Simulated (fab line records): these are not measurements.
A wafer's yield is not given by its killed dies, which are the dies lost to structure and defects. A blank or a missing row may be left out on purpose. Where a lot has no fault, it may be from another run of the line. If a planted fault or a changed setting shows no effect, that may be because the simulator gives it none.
Split-lot trial :: flow berkeley cmos170 :: on a route of 331 steps: 5 lots, 23 wafers read

## THE SPLIT ITSELF
At UCB170_PSD_IMPLANT_08, the setting dose cm2 was moved away from the recipe's 3e+15 on 8 of the 23 wafers read, by -6.8% to +4.5%. This setting was run at the recipe's value on the other wafers.

## FROM THE SPLIT TO THE READING: what the file shows between them, 6 steps
- UCB170_PSD_STRIP_09: strips in O2
- UCB170_PSD_TW_MEAS_10
- UCB170_NSD_STRIP_09: strips in O2 (also split here: power w)
- UCB170_NSD_CLEAN_11: cleans in SPM, time 600 s
- UCB170_SDANNEAL_RTA_00: time 10 s
- UCB170_SDANNEAL_RTA_01: time 5 s

## THE READING
PSD_RS (ohm/sq), read at UCB170_SDANNEAL_RS_MEAS_02 with a four-point probe. Typical for fault-free wafers on this fab line: 75.59 ohm/sq, with standard deviation 0.27 ohm/sq.

wafer: L074.3
tool, chamber at the split: implanter-03, 0
dose cm2 as run: 3e+15
against the recipe: recipe
PSD_RS, ohm/sq: 75.48
against lot-mates on the recipe: -

wafer: L074.4
tool, chamber at the split: implanter-03, 0
dose cm2 as run: 3e+15
against the recipe: recipe
PSD_RS, ohm/sq: 75.34
against lot-mates on the recipe: -

wafer: L074.5
tool, chamber at the split: implanter-03, 0
dose cm2 as run: 3e+15
against the recipe: recipe
PSD_RS, ohm/sq: 75.20
against lot-mates on the recipe: -

wafer: L075.2
tool, chamber at the split: implanter-03, 0
dose cm2 as run: 3e+15
against the recipe: recipe
PSD_RS, ohm/sq: 75.74
against lot-mates on the recipe: -

wafer: L075.3
tool, chamber at the split: implanter-03, 0
dose cm2 as run: 3e+15
against the recipe: recipe
PSD_RS, ohm/sq: 76.01
against lot-mates on the recipe: -

wafer: L075.4
tool, chamber at the split: implanter-03, 0
dose cm2 as run: 3.131e+15
against the recipe: +4.4%
PSD_RS, ohm/sq: 73.35
against lot-mates on the recipe: -2.57

wafer: L075.5
tool, chamber at the split: implanter-03, 0
dose cm2 as run: 3e+15
against the recipe: recipe
PSD_RS, ohm/sq: 76.02
against lot-mates on the recipe: -

wafer: L075.6
tool, chamber at the split: implanter-03, 0
dose cm2 as run: 3.131e+15
against the recipe: +4.4%
PSD_RS, ohm/sq: 73.20
against lot-mates on the recipe: -2.72

wafer: L076.1
tool, chamber at the split: implanter-03, 0
dose cm2 as run: 2.795e+15
against the recipe: -6.8%
PSD_RS, ohm/sq: 79.63
against lot-mates on the recipe: +3.79

wafer: L076.3
tool, chamber at the split: implanter-03, 0
dose cm2 as run: 3e+15
against the recipe: recipe
PSD_RS, ohm/sq: 75.73
against lot-mates on the recipe: -

wafer: L076.4
tool, chamber at the split: implanter-03, 0
dose cm2 as run: 2.795e+15
against the recipe: -6.8%
PSD_RS, ohm/sq: 79.43
against lot-mates on the recipe: +3.59

wafer: L076.5
tool, chamber at the split: implanter-03, 0
dose cm2 as run: 3e+15
against the recipe: recipe
PSD_RS, ohm/sq: 75.95
against lot-mates on the recipe: -

wafer: L076.6
tool, chamber at the split: implanter-03, 0
dose cm2 as run: 2.795e+15
against the recipe: -6.8%
PSD_RS, ohm/sq: 79.82
against lot-mates on the recipe: +3.98

wafer: L081.1
tool, chamber at the split: implanter-02, 0
dose cm2 as run: 3e+15
against the recipe: recipe
PSD_RS, ohm/sq: 75.59
against lot-mates on the recipe: -

wafer: L081.2
tool, chamber at the split: implanter-02, 0
dose cm2 as run: 3e+15
against the recipe: recipe
PSD_RS, ohm/sq: 75.20
against lot-mates on the recipe: -

wafer: L081.4
tool, chamber at the split: implanter-02, 0
dose cm2 as run: 3e+15
against the recipe: recipe
PSD_RS, ohm/sq: 75.99
against lot-mates on the recipe: -

wafer: L081.5
tool, chamber at the split: implanter-02, 0
dose cm2 as run: 3e+15
against the recipe: recipe
PSD_RS, ohm/sq: 75.72
against lot-mates on the recipe: -

wafer: L081.6
tool, chamber at the split: implanter-02, 0
dose cm2 as run: 3e+15
against the recipe: recipe
PSD_RS, ohm/sq: 75.92
against lot-mates on the recipe: -

wafer: L083.1
tool, chamber at the split: implanter-03, 0
dose cm2 as run: 3e+15
against the recipe: recipe
PSD_RS, ohm/sq: 75.51
against lot-mates on the recipe: -

wafer: L083.2
tool, chamber at the split: implanter-03, 0
dose cm2 as run: 3e+15
against the recipe: recipe
PSD_RS, ohm/sq: 75.40
against lot-mates on the recipe: -

wafer: L083.3
tool, chamber at the split: implanter-03, 0
dose cm2 as run: 3.134e+15
against the recipe: +4.5%
PSD_RS, ohm/sq: 72.87
against lot-mates on the recipe: -2.59

wafer: L083.5
tool, chamber at the split: implanter-03, 0
dose cm2 as run: 3.134e+15
against the recipe: +4.5%
PSD_RS, ohm/sq: 72.90
against lot-mates on the recipe: -2.56

wafer: L083.6
tool, chamber at the split: implanter-03, 0
dose cm2 as run: 3.134e+15
against the recipe: +4.5%
PSD_RS, ohm/sq: 73.07
against lot-mates on the recipe: -2.39

THE FIT
A straight line over all 23 wafers: PSD_RS changes by -0.582 ohm/sq for each +1% of dose cm2; r = -0.99; the points scatter about the line by 0.26 ohm/sq.
The same after taking each lot's own level away (the mean of its wafers on the recipe; 23 wafers): -0.564 ohm/sq for each +1%; r = -1.00; scatter 0.18 ohm/sq.
The reading moves by 3.9 ohm/sq for the largest change in dose cm2, on that fit.
The lots' own levels span 75.340 to 75.923 ohm/sq, that is 2.2 times the standard deviation above.
Hence the lot-to-lot level has little effect on the slope; both slopes agree.
Check: for one of the wafers moved furthest among these (-6.8%), held out of the fit, the line's prediction against its lot-mates is +3.85 ohm/sq. Against them it came out at +3.79 ohm/sq.

## THE OTHER SPLITS THESE WAFERS WENT THROUGH
Other splits were also applied to these wafers ahead of the reading. Each is held against what the fit with the lots' levels taken away leaves over:
other split on the same wafers: UCB170_NWELL_CVD_04 pressure mtorr
wafers away from the commonest value: 15
r with PSD_RS (lot level and that fit taken away): +0.02

other split on the same wafers: UCB170_NWELL_PEB_10 peb temp c
wafers away from the commonest value: 7
r with PSD_RS (lot level and that fit taken away): +0.07

other split on the same wafers: UCB170_PWELL_IMPLANT_15 dose cm2
wafers away from the commonest value: 8
r with PSD_RS (lot level and that fit taken away): +0.01

other split on the same wafers: UCB170_ACTIVE_COAT_08 resist thk nm
wafers away from the commonest value: 9
r with PSD_RS (lot level and that fit taken away): -0.11

other split on the same wafers: UCB170_ACTIVE_SOFTBAKE_09 time s
wafers away from the commonest value: 10
r with PSD_RS (lot level and that fit taken away): +0.07

other split on the same wafers: UCB170_NVT_IMPLANT_07 energy kev
wafers away from the commonest value: 9
r with PSD_RS (lot level and that fit taken away): -0.07

other split on the same wafers: UCB170_PLDD_COAT_01 spin rpm
wafers away from the commonest value: 4
r with PSD_RS (lot level and that fit taken away): +0.16

other split on the same wafers: UCB170_PSD_EXPOSE_03 dose mj
wafers away from the commonest value: 7
r with PSD_RS (lot level and that fit taken away): -0.13

other split on the same wafers: UCB170_NSD_STRIP_09 power w
wafers away from the commonest value: 11
r with PSD_RS (lot level and that fit taken away): +0.23

## THE WHOLE CHAIN: every reading that the file lists as answering this split, in the file's order
step: UCB170_PSD_STRIP_09
what it does: strips in O2
reading: strip time to endpoint s
change (the file's fit): withheld for each +1% of the setting
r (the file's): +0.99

step: UCB170_PSD_TW_MEAS_10
what it does: 
reading: PSD_TW
change (the file's fit): +7.01 for each +1% of the setting
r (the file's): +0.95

step: UCB170_SDANNEAL_RS_MEAS_02
what it does: measures by four-point-probe
reading: PSD_RS
change (the file's fit): -0.568 for each +1% of the setting
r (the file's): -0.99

## FILE'S OWN FIT
PSD_RS changes by -0.568 ohm/sq for each +1% of dose cm2, r = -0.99.
